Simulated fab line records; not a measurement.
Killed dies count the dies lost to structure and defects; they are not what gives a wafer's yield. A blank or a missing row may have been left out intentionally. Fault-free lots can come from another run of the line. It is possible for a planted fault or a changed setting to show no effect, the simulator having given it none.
Lot-split experiment	flow rit-cmos	on a route of 202 steps: 5 lots, 23 wafers read

## ON THE SPLIT
At RIT_PRETRO_IMPLANT_08, the setting energy-kev was moved away from the recipe's 45 on 6 of the 23 wafers read, by -3.9% to +5.0%. For the rest of the wafers, this setting stayed at what the recipe calls for.

The reading comes from the split's own step.

## THE READING
The simulator's own value implant.drp-nm, read by no gauge, in nm at RIT_PRETRO_IMPLANT_08. No usual value for it is given in the file.

wafer	tool, chamber at the split	energy-kev as run	against the recipe	implant.drp-nm, nm	against lot-mates on the recipe
L076.1	implanter-01, 0	45	recipe	55.07	-
L076.5	implanter-01, 0	45	recipe	55.07	-
L076.2	implanter-01, 0	47.24	+5.0%	56.67	+1.60
L076.3	implanter-01, 0	47.24	+5.0%	56.67	+1.60
L076.4	implanter-01, 0	47.24	+5.0%	56.67	+1.60
L077.1	implanter-04, 0	43.26	-3.9%	53.79	-1.28
L077.3	implanter-04, 0	43.26	-3.9%	53.79	-1.28
L077.5	implanter-04, 0	43.26	-3.9%	53.79	-1.28
L077.4	implanter-04, 0	45	recipe	55.07	-
L077.6	implanter-04, 0	45	recipe	55.07	-
L080.2	implanter-03, 0	45	recipe	55.07	-
L080.3	implanter-03, 0	45	recipe	55.07	-
L080.4	implanter-03, 0	45	recipe	55.07	-
L080.5	implanter-03, 0	45	recipe	55.07	-
L080.6	implanter-03, 0	45	recipe	55.07	-
L082.1	implanter-01, 0	45	recipe	55.07	-
L082.2	implanter-01, 0	45	recipe	55.07	-
L082.3	implanter-01, 0	45	recipe	55.07	-
L082.5	implanter-01, 0	45	recipe	55.07	-
L082.6	implanter-01, 0	45	recipe	55.07	-
L085.1	implanter-01, 0	45	recipe	55.07	-
L085.3	implanter-01, 0	45	recipe	55.07	-
L085.4	implanter-01, 0	45	recipe	55.07	-

FIT RESULTS
A straight line over all 23 wafers: implant.drp-nm changes by +0.325 nm for each +1% of energy-kev; r = +1.00; the points scatter about the line by 0.0096 nm.
The same after taking each lot's own level away (the mean of its wafers on the recipe; 23 wafers): +0.325 nm for each +1%; r = +1.00; scatter 0.0096 nm.
According to that fit, moving energy-kev by its largest amount changes the reading by 1.6 nm.
The lots' own levels span 55.070 to 55.070 nm.
The two slopes agree, so the slope changes little with the lot-to-lot level.
Check: with one of the wafers moved furthest among these (+5.0%) left out of the fit, the line predicts +1.62 nm for it against its lot-mates. It came out at +1.6 nm against them.

## FURTHER SPLITS ON THESE WAFERS
Before the reading, these wafers also passed through other splits. Each is held against what the fit with the lots' levels taken away leaves over:
other split on the same wafers	wafers away from the commonest value	r with implant.drp-nm (lot level and that fit taken away)
RIT_ACTIVE_CVD_03 temp-c	15	+0.11
RIT_ACTIVE_DEVELOP_10 develop-time-s	7	-0.40
RIT_NWELL_COAT_01 spin-rpm	5	+0.44
RIT_NWELL_DEVELOP_05 develop-time-s	5	+0.43
RIT_PWELL_IMPLANT_08 energy-kev	7	-0.26
RIT_NRETRO_COAT_01 spin-rpm	5	-0.31

## THE WHOLE CHAIN: every reading that the file lists as answering this split, in the file's order
step	what it does	reading	change (the file's fit)	r (the file's)
RIT_PRETRO_IMPLANT_08		implant.rp-nm (the simulator's own value, which no gauge read)	+1.39 nm for each +1% of the setting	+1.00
RIT_PRETRO_IMPLANT_08		implant.drp-nm (the simulator's own value, which no gauge read)	+0.325 nm for each +1% of the setting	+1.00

## THE FILE'S OWN FIT
implant.drp-nm changes by +0.325 nm for each +1% of energy-kev, r = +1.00.
